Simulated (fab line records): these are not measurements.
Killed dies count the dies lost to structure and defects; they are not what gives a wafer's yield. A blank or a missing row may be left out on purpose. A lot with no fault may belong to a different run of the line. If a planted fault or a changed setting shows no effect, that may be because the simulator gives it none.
Check for tools in common + flow berkeley_cmos170 + Sampled: 14 lots, 42 wafers

## WHY IT WAS OPENED
Of 14 lots, 2 have the reading CONTACT_PSG_THK flagged at UCB170_CONTACT_THK_MEAS_02. No-fault wafers: 698 nm, standard deviation 6.5.
Rule: a lot is flagged when every wafer of it that has a number lies more than 4 standard deviations from that mean, or none has a number. The other lots count as sound.

| lot  | measured     | on            | CONTACT_PSG_THK (nm), wafer by wafer | flag    |
|------|--------------|---------------|--------------------------------------|---------|
| L827 | day 7 10:04  | film_metro-02 | 704 710 708                          |         |
| L828 | day 7 11:52  | film_metro-03 | 703 695 702                          |         |
| L829 | day 7 23:16  | film_metro-02 | 708 707 702                          |         |
| L830 | day 8 01:02  | film_metro-04 | 706 709 704                          |         |
| L833 | day 8 11:26  | film_metro-02 | 700 702 699                          |         |
| L832 | day 8 13:04  | film_metro-02 | 694 697 700                          |         |
| L831 | day 8 13:04  | film_metro-04 | 698 699 692                          |         |
| L836 | day 9 10:23  | film_metro-02 | 693 699 697                          |         |
| L835 | day 9 10:37  | film_metro-03 | 703 699 703                          |         |
| L839 | day 9 12:11  | film_metro-03 | 687 679 688                          |         |
| L838 | day 9 15:53  | film_metro-04 | 1395 1395 1391                       | FLAGGED |
| L837 | day 9 15:54  | film_metro-02 | 1402 1399 1394                       | FLAGGED |
| L840 | day 10 02:03 | film_metro-04 | 697 702 693                          |         |
| L848 | day 11 00:52 | film_metro-03 | 695 689 694                          |         |
Averaged over the flagged lots the numbers come to 1396 nm, +698 nm from the usual (+99 or more standard deviations).

## TOOL THAT RAN EACH LOT
The record keeps 1 process step preceding the reading, out of 331 steps on the route. Each cell gives the tool, then ch followed by the chambers the sampled wafers passed through, then the start.
| lot  | flag    | UCB170_CONTACT_CVD_01       |
|------|---------|-----------------------------|
| L827 |         | lpcvd-02 ch 0, day 7 08:17  |
| L828 |         | lpcvd-02 ch 0, day 7 10:04  |
| L829 |         | lpcvd-02 ch 1, day 7 21:29  |
| L830 |         | lpcvd-02 ch 1, day 7 23:16  |
| L833 |         | lpcvd-02 ch 0, day 8 09:38  |
| L832 |         | lpcvd-01 ch 1, day 8 11:16  |
| L831 |         | lpcvd-01 ch 0, day 8 11:16  |
| L836 |         | lpcvd-01 ch 0, day 9 08:37  |
| L835 |         | lpcvd-02 ch 0, day 9 08:50  |
| L839 |         | lpcvd-01 ch 0, day 9 10:23  |
| L838 | FLAGGED | lpcvd-01 ch 0, day 9 10:23  |
| L837 | FLAGGED | lpcvd-01 ch 1, day 9 10:23  |
| L840 |         | lpcvd-02 ch 1, day 10 00:15 |
| L848 |         | lpcvd-01 ch 0, day 10 23:05 |
What the steps here do:
- UCB170_CONTACT_CVD_01: deposits PSG from SiH4/O2/PH3, target thk 700 nm, time 2820 s.
- UCB170_CONTACT_THK_MEAS_02

## FLAGGED OVER TOTAL, TOOL BY TOOL (the gauges that took the reading come last)
| step                       | tool          | lots run | flagged | share of the flagged lots | sound lots run after its first flagged lot |
|----------------------------|---------------|----------|---------|---------------------------|--------------------------------------------|
| UCB170_CONTACT_CVD_01      | lpcvd-01      | 7        | 2       | all                       | 1 (L848)                                   |
| UCB170_CONTACT_CVD_01      | lpcvd-02      | 7        | 0       | none                      | -                                          |
| UCB170_CONTACT_THK_MEAS_02 | film_metro-02 | 6        | 1       | some                      | 0                                          |
| UCB170_CONTACT_THK_MEAS_02 | film_metro-03 | 4        | 0       | none                      | -                                          |
| UCB170_CONTACT_THK_MEAS_02 | film_metro-04 | 4        | 1       | some                      | 1 (L840)                                   |

## WHAT IS ALLOWED BY THE TABLE
In the table, 1 row covers all flagged lots: lpcvd-01 at UCB170_CONTACT_CVD_01.
- lpcvd-01 at UCB170_CONTACT_CVD_01 ran 7 lots, 2 of them flagged. Sound lots followed the first flagged one (L848) on it, something a lasting fault affecting the whole tool could not allow.
Every row of the table either missed a flagged lot or ran a sound lot after the first.

## WHAT THE SIMULATOR PUT IN
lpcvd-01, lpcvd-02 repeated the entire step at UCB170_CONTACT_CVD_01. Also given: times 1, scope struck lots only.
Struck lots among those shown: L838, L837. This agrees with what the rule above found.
